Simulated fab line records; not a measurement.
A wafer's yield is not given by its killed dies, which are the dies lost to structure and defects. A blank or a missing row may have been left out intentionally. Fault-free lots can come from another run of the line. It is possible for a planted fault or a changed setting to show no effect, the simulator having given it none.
A lot that was struck, set against a sound lot :: flow berkeley-cmos170 :: 23 out of 331 route steps
Sound: wafers L596.2, L596.5, L596.6. Wafers L597.1, L597.2, L597.5 were the ones struck. Last of all comes the cause.
Per side, at each step with rows, come the tool, then ch with its chambers, and then its first start. Under that, the readings that differ: sound wafers :: struck wafers :: difference of the means :: sigmas: that difference in standard deviations of wafers without a fault.
alike: same words and numbers on both sides, and readings whose means sit less than 2 such deviations apart. not compared: any withheld reading, any reading some wafer has no value for, any bound like >300 that may hide the same value, and any number with overlapping values for which the record gives no deviation.
Wherever a step has rows on one side only, a row that says differs or no value, or a row with sigmas, the two part there. Numbers that don't overlap but have no deviation are shown without sigmas and don't part them. A reading missing from all wafers of one side parts the sides only when that side holds two or more wafers.

first, 1 step without rows for these wafers: UCB170_WELLDRIVE_OXIDATION_01 (target thk 199 nm, ox time 9000 s).
UCB170_WELLDRIVE_THK_MEAS_02:
  sound: film-metro-01 at day 4 12:40; struck: film-metro-02 at day 4 20:00
  alike: WELLDRIVE_OXIDE_THK
then, 5 steps without rows for these wafers: UCB170_WELLDRIVE_ANNEAL_03 (time 900 s); UCB170_WELLDRIVE_WET_ETCH_04 (etches SiO2 in BOE, time 120 s); UCB170_ACTIVE_CLEAN_00 (cleans in SPM, time 600 s); UCB170_ACTIVE_CLEAN_01 (cleans in dHF, time 60 s); UCB170_ACTIVE_OXIDATION_02 (target thk 26.4 nm, ox time 1260 s).
UCB170_ACTIVE_THK_MEAS_03:
  sound: film-metro-04 at day 5 01:32; struck: film-metro-02 at day 5 08:23
  alike: ACTIVE_OXIDE_THK
then, 2 steps without rows for these wafers: UCB170_ACTIVE_ANNEAL_04 (time 900 s); UCB170_ACTIVE_CVD_05 (deposits Si3N4 from SiH2Cl2/NH3, target thk 220 nm, time 3300 s).
UCB170_ACTIVE_THK_MEAS_06:
  sound: film-metro-04 at day 5 10:05; struck: film-metro-04 at day 5 17:03
  alike: ACTIVE_NITRIDE_THK
then, 1 step without rows for these wafers: UCB170_ACTIVE_HMDS_07 (prime time 60 s).
UCB170_ACTIVE_COAT_08: resist thk 900 nm.
  sound on litho-track-01 ch 0, day 5 10:31; struck on litho-track-01 ch 0, day 5 17:16
reading: model.KrF_of_ACTIVE_COAT_08.thk-nm (nm)
sound: 901.5 901.1 899.9
struck: 821.1 820.1 817.7
difference: -81.2
sigmas: 
then, 4 steps without rows for these wafers: UCB170_ACTIVE_SOFTBAKE_09 (time 60 s); UCB170_ACTIVE_EXPOSE_10 (exposes mask ACTIVE, target cd 1200 nm); UCB170_ACTIVE_PEB_11; UCB170_ACTIVE_DEVELOP_12 (develop time 45 s).
UCB170_ACTIVE_CD_MEAS_13: target cd 1200 nm.
  sound: cd-sem-02 at day 5 11:20; struck: cd-sem-01 at day 5 18:08
reading: cd-nm (nm)
sound: 1198.7 1198.4 1198.8
struck: 1196.0 1195.9 1195.4
difference: -2.9
sigmas: -2
UCB170_ACTIVE_OVL_MEAS_14:
  sound: overlay-01 at day 5 11:26; struck: overlay-01 at day 5 18:15
reading: ACTIVE_OVL (nm)
sound: -1 -3 -5
struck: 12 4 8
difference: +11
sigmas: +2
UCB170_ACTIVE_ETCH_15: etches Si3N4 in CH3F/Ar/O2, stops on SiO2, target depth 242 nm, time 151 s.
  sound on rie-diel-04 ch 0,2,3, day 5 11:28; struck on rie-diel-01 ch 0,2,3, day 5 18:17
reading: model.KrF_of_ACTIVE_COAT_08.thk-nm (nm)
sound: 722.8 724.3 715.2
struck: 645.7 641.8 645.1
difference: -76.6
sigmas: 
  alike: drypump-motor-current-A, oes-product-au, throttle-valve-pct
  not compared: rf-hours-counter-h
UCB170_ACTIVE_STRIP_16: strips in O2.
  sound on plasma-asher-03 ch 0,1, day 5 11:34; struck on plasma-asher-01 ch 0,1, day 5 18:23
reading: strip-time-to-endpoint-s (s)
sound: 18.05 18.09 17.88
struck: 16.19 16.12 16.17
difference: -1.85
sigmas: -15
  alike: drypump-motor-current-A, oes-product-au
  not compared: rf-hours-counter-h
UCB170_ACTIVE_CD_MEAS_90: target cd 1200 nm.
  sound: cd-sem-01 at day 5 11:41; struck: cd-sem-01 at day 5 18:32
reading: cd-nm (nm)
sound: 1199.3 1198.3 1198.5
struck: 1195.7 1196.2 1195.7
difference: -2.8
sigmas: -2
then, 1 step without rows for these wafers: UCB170_M3_PROBE_99.

WHERE THEY PART
Earliest at UCB170_ACTIVE_CD_MEAS_13; latest, in this record, at UCB170_ACTIVE_CD_MEAS_90.

WHY: the cause the simulator had injected
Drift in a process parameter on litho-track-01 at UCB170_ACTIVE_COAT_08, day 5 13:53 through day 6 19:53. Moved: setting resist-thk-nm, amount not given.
